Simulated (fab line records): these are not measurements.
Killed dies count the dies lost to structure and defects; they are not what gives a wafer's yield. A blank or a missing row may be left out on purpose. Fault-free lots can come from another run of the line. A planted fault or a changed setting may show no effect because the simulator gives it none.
Which tool was responsible? -- flow berkeley-cmos170 -- 15 lots, 45 wafers sampled, at 4 steps of a route of 331

WHAT EACH GAUGE READ, for each wafer
UCB170_SILICIDE_RS_MEAS_02: measurement is done with a four-point probe.
lot,measured,on,SILICIDE_TI_RS (ohm/sq)
L866,day 7 11:43,film-metro-03,24.5 24.3 24.3
L868,day 7 21:07,film-metro-04,25.0 25.3 24.8
L870,day 8 04:40,film-metro-04,24.5 24.1 25.0
L875,day 8 13:15,film-metro-03,25.0 24.9 24.5
L872,day 8 13:43,film-metro-04,25.1 24.8 25.2
L876,day 9 02:01,film-metro-02,25.1 25.4 25.1
L878,day 9 02:08,film-metro-04,25.0 24.6 24.7
L877,day 9 02:40,film-metro-04,24.8 24.6 24.4
L880,day 10 05:11,film-metro-04,24.5 24.8 24.8
L883,day 10 05:22,film-metro-04,23.7 24.5 24.4
L886,day 10 20:55,film-metro-03,24.4 24.9 24.5
L885,day 10 21:24,film-metro-04,25.0 25.5 25.3
L887,day 10 21:48,film-metro-03,24.6 24.6 24.4
L888,day 11 08:25,film-metro-04,25.1 25.3 25.0
L889,day 11 14:47,film-metro-04,24.5 24.4 24.8

WHAT TOOL EACH LOT RAN ON (gives the tool, then ch and the chambers of the sampled wafers, and finally the start)
lot,UCB170_BACKSIDE_CLEAN_04,UCB170_SDANNEAL_RTA_00,UCB170_SILICIDE_SPUTTER_01
L866,"wet-bench-03 ch 0, day 7 10:49","rtp-anneal-02 ch 0, day 7 11:00","pvd-sputter-01, day 7 11:40"
L868,"wet-bench-04 ch 3, day 7 20:13","rtp-anneal-01 ch 0, day 7 20:24","pvd-sputter-01, day 7 21:04"
L870,"wet-bench-03 ch 2, day 8 03:46","rtp-anneal-02 ch 0, day 8 03:58","pvd-sputter-04, day 8 04:38"
L875,"wet-bench-03 ch 0, day 8 12:19","rtp-anneal-02 ch 0, day 8 12:32","pvd-sputter-04, day 8 13:12"
L872,"wet-bench-04 ch 2, day 8 12:49","rtp-anneal-02 ch 0, day 8 13:01","pvd-sputter-03, day 8 13:40"
L876,"wet-bench-03 ch 0, day 9 01:07","rtp-anneal-02 ch 0, day 9 01:19","pvd-sputter-03, day 9 01:59"
L878,"wet-bench-04 ch 3, day 9 01:14","rtp-anneal-01 ch 0, day 9 01:25","pvd-sputter-01, day 9 02:05"
L877,"wet-bench-03 ch 3, day 9 01:44","rtp-anneal-02 ch 0, day 9 01:57","pvd-sputter-04, day 9 02:36"
L880,"wet-bench-03 ch 3, day 10 04:17","rtp-anneal-01 ch 0, day 10 04:28","pvd-sputter-04, day 10 05:08"
L883,"wet-bench-03 ch 0, day 10 04:17","rtp-anneal-01 ch 0, day 10 04:36","pvd-sputter-04, day 10 05:16"
L886,"wet-bench-01 ch 3, day 10 19:51","rtp-anneal-02 ch 0, day 10 20:02","pvd-sputter-04, day 10 20:50"
L885,"wet-bench-03 ch 3, day 10 20:23","rtp-anneal-02 ch 0, day 10 20:35","pvd-sputter-03, day 10 21:21"
L887,"wet-bench-03 ch 3, day 10 20:54","rtp-anneal-01 ch 0, day 10 21:05","pvd-sputter-04, day 10 21:45"
L888,"wet-bench-04 ch 2, day 11 07:31","rtp-anneal-02 ch 0, day 11 07:42","pvd-sputter-03, day 11 08:22"
L889,"wet-bench-03 ch 0, day 11 13:37","rtp-anneal-01 ch 0, day 11 14:02","pvd-sputter-03, day 11 14:46"
- UCB170_BACKSIDE_CLEAN_04: cleans in SPM, time 600 s.
- UCB170_SDANNEAL_RTA_00: time 10 s.
- UCB170_SILICIDE_SPUTTER_01: material Ti, target thk 30 nm, time 26.09 s.

WHAT THE TOOLS THEMSELVES READ (means of the sampled wafers that have a number; where no wafer has one, the mark that the record gives instead)
UCB170_BACKSIDE_CLEAN_04.
lot,tool,bath-guard-temp-C (C),bath-heat-duty-pct (%)
L866,wet-bench-03,120.6,13.6
L868,wet-bench-04,119.4,14.1
L870,wet-bench-03,120.0,12.4
L875,wet-bench-03,120.6,13.5
L872,wet-bench-04,120.2,15.3
L876,wet-bench-03,-,-
L878,wet-bench-04,-,-
L877,wet-bench-03,-,-
L880,wet-bench-03,119.9,14.6
L883,wet-bench-03,120.7,13.8
L886,wet-bench-01,119.9,11.2
L885,wet-bench-03,120.0,13.8
L887,wet-bench-03,119.9,14.4
L888,wet-bench-04,119.9,15.4
L889,wet-bench-03,120.8,14.1

UCB170_SDANNEAL_RTA_00.
lot,tool,lamp-power-pct (%),wafer_temp_C_max
L866,rtp-anneal-02,30.9,902.4
L868,rtp-anneal-01,29.3,904.0
L870,rtp-anneal-02,30.9,902.1
L875,rtp-anneal-02,30.9,902.5
L872,rtp-anneal-02,30.9,902.8
L876,rtp-anneal-02,30.9,902.5
L878,rtp-anneal-01,29.3,904.1
L877,rtp-anneal-02,30.9,902.7
L880,rtp-anneal-01,29.3,904.4
L883,rtp-anneal-01,29.3,904.1
L886,rtp-anneal-02,30.9,902.8
L885,rtp-anneal-02,30.9,902.5
L887,rtp-anneal-01,29.3,903.2
L888,rtp-anneal-02,30.9,902.3
L889,rtp-anneal-01,29.3,903.5

UCB170_SILICIDE_SPUTTER_01.
lot,tool,chamber-pressure-pa (Pa),throttle-valve-pct (%)
L866,pvd-sputter-01,0.5001,29.5
L868,pvd-sputter-01,0.5001,30.9
L870,pvd-sputter-04,0.5008,30.3
L875,pvd-sputter-04,0.4993,30.4
L872,pvd-sputter-03,0.5000,29.6
L876,pvd-sputter-03,0.4999,30.1
L878,pvd-sputter-01,0.5000,30.6
L877,pvd-sputter-04,0.5003,30.3
L880,pvd-sputter-04,0.4998,30.3
L883,pvd-sputter-04,0.5015,30.2
L886,pvd-sputter-04,0.4991,29.8
L885,pvd-sputter-03,0.5008,29.7
L887,pvd-sputter-04,0.4998,29.8
L888,pvd-sputter-03,0.4995,29.6
L889,pvd-sputter-03,0.4996,29.6

THE ANSWER, worked out from the rows above alone
Rule: what is usual is taken from the lots themselves. The widest of any qualifying gaps counts: lots, ordered by their means at a reading, are off when they make up no more than a third of the lots, leave a main group of 4 or more, and stand apart from it by 3 or more times the standard deviation of that group's means. A main group whose means are all the same, to the digits that the tables above print for the reading, isn't used. A lot without any number at a reading at which 4 lots or more have one is off too. All remaining lots with rows at the step are treated as sound. Order of review: gauges by route order, followed by the tools' own readings, for which a lot's mean as printed above is used. The first step at which some lot is off is used, and at that step the reading that is off furthest; a lot without a number counts as furthest.
Off, at UCB170_BACKSIDE_CLEAN_04 on bath-guard-temp-C: L876, L878, L877. Without a number there: L876, L878, L877. Mean 120.2 C and standard deviation 0.41 in the main group.
A tool fits if, at that step or a process step before it, it ran every lot that is off, and no sound lot after the first of them. Of those tried, none fits.

WHAT THE SIMULATOR PUT IN
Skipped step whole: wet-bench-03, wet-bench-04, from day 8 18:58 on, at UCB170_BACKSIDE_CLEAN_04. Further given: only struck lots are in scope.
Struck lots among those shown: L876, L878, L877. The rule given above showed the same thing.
